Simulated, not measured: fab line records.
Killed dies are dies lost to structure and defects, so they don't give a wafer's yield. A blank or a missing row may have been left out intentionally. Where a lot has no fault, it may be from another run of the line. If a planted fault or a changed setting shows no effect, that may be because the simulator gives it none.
fab line records + flow rit-cmos
record:
- lots: 14
- wafers: 42
- last-day: 7
route steps=202 shown FOX2@23
lots that met no fault: taken from a fault-free run of the same line
start-h: hours from the record's opening day to when the first of the lot's shown wafers began + wait-h: hours since the lot's step before + " identical to the entry in the row above + L1.1+2: a row that stands for several wafers + - value missing, or start not given + * or withheld: withheld + < > ~ a bound
route shown NAME@n: a module of which the file shows steps, and the number in the route of the first + usual: mean and standard deviation over wafers with no fault + same: alike in all rows + chamber/n: place in a boat + sites: each site's reading + _std_site: their standard deviation + _edge_site: mean of outer sites minus mean of inner sites + radius-mm: for every site, how far away it sits from the centre of the wafer + mask NAME#n: copy n + behind: the most recent tool/chamber to have shaped the wafer + hold: what put the lot on hold/how long, in hours/how the hold closed + device: names the non-switching transistor (n, p or np) + end of line: at the end of the route, the tests of the same wafers + step lacking rows: just its recipe + killed: count of dies lost to structure and defects at first sort (not the wafer's yield) + map: a wafer's dies, x killed, . not, _ none there
set.NAME: the setting as run; set.NAME@STEP: as run at that earlier step + model.NAME: the simulator's own value behind a step, which no gauge read
steps of the route over a sample of lots; a table a step, a row a wafer
services: from which hour (start-h, from the record's first day; less than 0 if before it) a tool's chamber was out of use, for how many hours, and why
== steps ==
step: RIT_FOX2_OXIDATION_00
recipe:
- temp-c: 1100
- ambient: H2O
- target-thk-a: 3507
- p-h2o-torr: 720
- ox-time-s: 1130
usual:
- ox-temp-c: 1100.1/0.45
- ox-temp-c-max: 1103.9/1.4
- zone-power-load-pct: 45/6.2
| lot.wafer | tool       | chamber | start-h | wait-h | ox-temp-c | ox-temp-c-max | zone-power-load-pct |
|-----------|------------|---------|---------|--------|-----------|---------------|---------------------|
| L600.1    | furnace-01 | 0       | 32.19   | 0.0    | 1100.3    | 1103.0        | 38                  |
| L600.3    | "          | 0       | "       | "      | 1099.6    | 1102.2        | 38                  |
| L600.4    | "          | 0       | "       | "      | 1100.7    | 1102.9        | 38                  |
| L601.1    | furnace-04 | 0       | 37.93   | 0.0    | 1100.3    | 1103.9        | 52                  |
| L601.3    | "          | 0       | "       | "      | 1100.2    | 1105.3        | 52                  |
| L601.4    | "          | 0       | "       | "      | 1100.4    | 1104.3        | 52                  |
| L603.3    | furnace-01 | 0       | 47.00   | 0.0    | 1100.2    | 1102.7        | 38                  |
| L603.5    | "          | 0       | "       | "      | 1100.2    | 1103.9        | 38                  |
| L603.6    | "          | 0       | "       | "      | 1099.3    | 1101.5        | 38                  |
| L604.1    | furnace-04 | 0       | 52.58   | 0.0    | 1100.1    | 1103.1        | 51                  |
| L604.5    | "          | 0       | "       | "      | 1099.6    | 1103.0        | 52                  |
| L604.6    | "          | 0       | "       | "      | 1099.9    | 1105.5        | 52                  |
| L605.1    | furnace-01 | 0       | 57.92   | 0.0    | 1100.1    | 1103.3        | 38                  |
| L605.2    | "          | 0       | "       | "      | 1100.7    | 1103.4        | 38                  |
| L605.6    | "          | 0       | "       | "      | 1100.1    | 1102.4        | 38                  |
| L607.1    | furnace-03 | 0       | 67.22   | 0.0    | 1099.6    | 1105.8        | 47                  |
| L607.2    | "          | 0       | "       | "      | 1099.8    | 1106.5        | 47                  |
| L607.6    | "          | 0       | "       | "      | 1099.7    | 1105.5        | 47                  |
| L609.1    | furnace-04 | 0       | 77.25   | 0.0    | 1099.6    | 1103.9        | 51                  |
| L609.5    | "          | 0       | "       | "      | 1099.4    | 1104.1        | 50                  |
| L609.6    | "          | 0       | "       | "      | 1100.1    | 1105.0        | 51                  |
| L610.2    | furnace-01 | 0       | 82.71   | 0.0    | 1100.3    | 1103.0        | 38                  |
| L610.4    | "          | 0       | "       | "      | 1100.3    | 1103.1        | 38                  |
| L610.5    | "          | 0       | "       | "      | 1099.9    | 1102.7        | 38                  |
| L611.1    | furnace-01 | -       | 88.07   | 0.0    | -         | -             | -                   |
| L611.3    | "          | -       | "       | "      | -         | -             | -                   |
| L611.6    | "          | -       | "       | "      | -         | -             | -                   |
| L612.1    | furnace-04 | -       | 92.14   | 0.0    | -         | -             | -                   |
| L612.4    | "          | -       | "       | "      | -         | -             | -                   |
| L612.6    | "          | -       | "       | "      | -         | -             | -                   |
| L614.1    | furnace-04 | 0       | 103.51  | 1.4    | 1100.6    | 1104.5        | 52                  |
| L614.2    | "          | 0       | "       | "      | 1100.1    | 1105.1        | 51                  |
| L614.6    | "          | 0       | "       | "      | 1101.2    | 1105.5        | 51                  |
| L615.2    | furnace-04 | 0       | 107.96  | 0.0    | 1100.7    | 1105.5        | 51                  |
| L615.4    | "          | 0       | "       | "      | 1101.1    | 1105.6        | 51                  |
| L615.5    | "          | 0       | "       | "      | 1100.0    | 1104.5        | 51                  |
| L618.3    | furnace-01 | 0       | 122.81  | 0.0    | 1099.7    | 1102.2        | 39                  |
| L618.4    | "          | 0       | "       | "      | 1100.3    | 1103.3        | 38                  |
| L618.6    | "          | 0       | "       | "      | 1100.2    | 1102.4        | 38                  |
| L620.2    | furnace-04 | 0       | 132.27  | 0.0    | 1100.3    | 1105.3        | 51                  |
| L620.4    | "          | 0       | "       | "      | 1099.6    | 1103.0        | 51                  |
| L620.6    | "          | 0       | "       | "      | 1100.5    | 1107.3        | 52                  |
== services ==
| tool       | chamber | start-h | hours | kind   |
|------------|---------|---------|-------|--------|
| furnace-03 | -       | 12.77   | 2.6   | repair |
| furnace-03 | -       | 117.33  | 3.8   | pm     |
== key ==
first-sign:
- step: RIT_FOX2_OXIDATION_00
- reading: tool-record
- direction: missing
effect none on later readings
met-at RIT_FOX2_OXIDATION_00
struck-lots L611,L612
later-rows-left-out L611.1,L611.3,L611.6,L612.1,L612.4,L612.6
sort-left-out L611.1,L611.3,L611.6,L612.1,L612.4,L612.6
tester-left-out L611,L612
onset-between 82.71 88.07
fault:
- kind: skipped-step-whole
- tool: furnace-01,furnace-04
- chamber: -
- onset-h: 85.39
- steps: RIT_FOX2_OXIDATION_00
- scope: struck-lots-only
tester-left-out: of these lots the tester's yield and bins aren't shown, on N5 and GAA mostly nor the transistor test; their killed dies are dies lost to structure and defects alone, not to doping, threshold or leakage, so they don't give the yield
sort-left-out: the simulated sort isn't trusted on such a fault, so these wafers' sort isn't shown, and their yield isn't known
later-rows-left-out: the simulator's readings of these wafers behind a module that went badly wrong aren't trusted and aren't shown, but for the sort
